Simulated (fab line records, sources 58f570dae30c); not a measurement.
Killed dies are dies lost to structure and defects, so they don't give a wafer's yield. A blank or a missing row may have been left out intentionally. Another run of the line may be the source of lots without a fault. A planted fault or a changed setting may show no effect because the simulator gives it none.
The same fault as seen by 2 desks ; flow berkeley_cmos170 ; each desk has only its own numbers; what lay behind them comes last

== METROLOGY DESK ==
Means of the sampled wafers that have a number, per lot and without regard to the tool the lot ran on: this is what the gauges read. Any lot whose mean is over 4 standard deviations away from the usual mean is out of limits and marked OUT; that distance is given in the brackets.
Columns: A = cd_nm at UCB170_V2_CD_MEAS_12, usual 700.1 nm
lot;first seen here;A
L663;day 7 09:11;702.0
L664;day 7 09:14;700.8
L662;day 7 09:44;701.1
L665;day 8 05:39;651.2 (-35) OUT
L666;day 8 05:54;650.1 (-36) OUT
L668;day 8 09:50;699.5
L667;day 8 10:03;660.4 (-28) OUT
L678;day 10 12:44;700.5
L679;day 10 13:55;701.6
L681;day 11 06:32;700.5
L680;day 11 12:14;698.9
L682;day 11 12:19;700.5
L684;day 12 07:58;700.2
L683;day 12 08:55;701.5
L685;day 12 09:05;701.8
This desk finds L665, L666, L667 out of limits, L665 being first, at day 8 05:39 (cd_nm at UCB170_V2_CD_MEAS_12). In limits: L663, L664, L662, L668, L678, L679, L681, L680, L682, L684, L683, L685.

== DESK OF THE TOOL OWNER: litho_track-01 ==
The tool's own readings at UCB170_V2_PEB_10: means of the sampled wafers that have a number, for each lot that ran on this tool. Any lot whose mean is over 4 standard deviations away from the usual mean is out of limits and marked OUT; that distance is given in the brackets.
Columns: A = heater_power_total_W at UCB170_V2_PEB_10, usual 56.80 W
lot;first seen here;A
L664;day 7 08:57;56.78
L662;day 7 09:26;56.80
L665;day 8 05:23;68.35 (+99 or more) OUT
L666;day 8 05:38;68.34 (+99 or more) OUT
L667;day 8 09:46;68.32 (+99 or more) OUT
L683;day 12 08:38;56.78
This desk finds L665, L666, L667 out of limits, L665 being first, at day 8 05:23 (heater_power_total_W at UCB170_V2_PEB_10). In limits: L664, L662, L683.

== BROUGHT TOGETHER ==
On L665, L666, L667, at day 8 05:23, an alarm was possible from the tool owner's desk.
On L665, L666, L667, the metrology desk was in a position to raise an alarm at day 8 05:39.
Every lot named ran UCB170_V2_PEB_10 on litho_track-01.

== WHAT THE SIMULATOR HAD INSERTED ==
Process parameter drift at UCB170_V2_PEB_10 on litho_track-01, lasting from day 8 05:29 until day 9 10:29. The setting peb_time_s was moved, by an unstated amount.
Lots struck among those shown: L665, L666, L667.
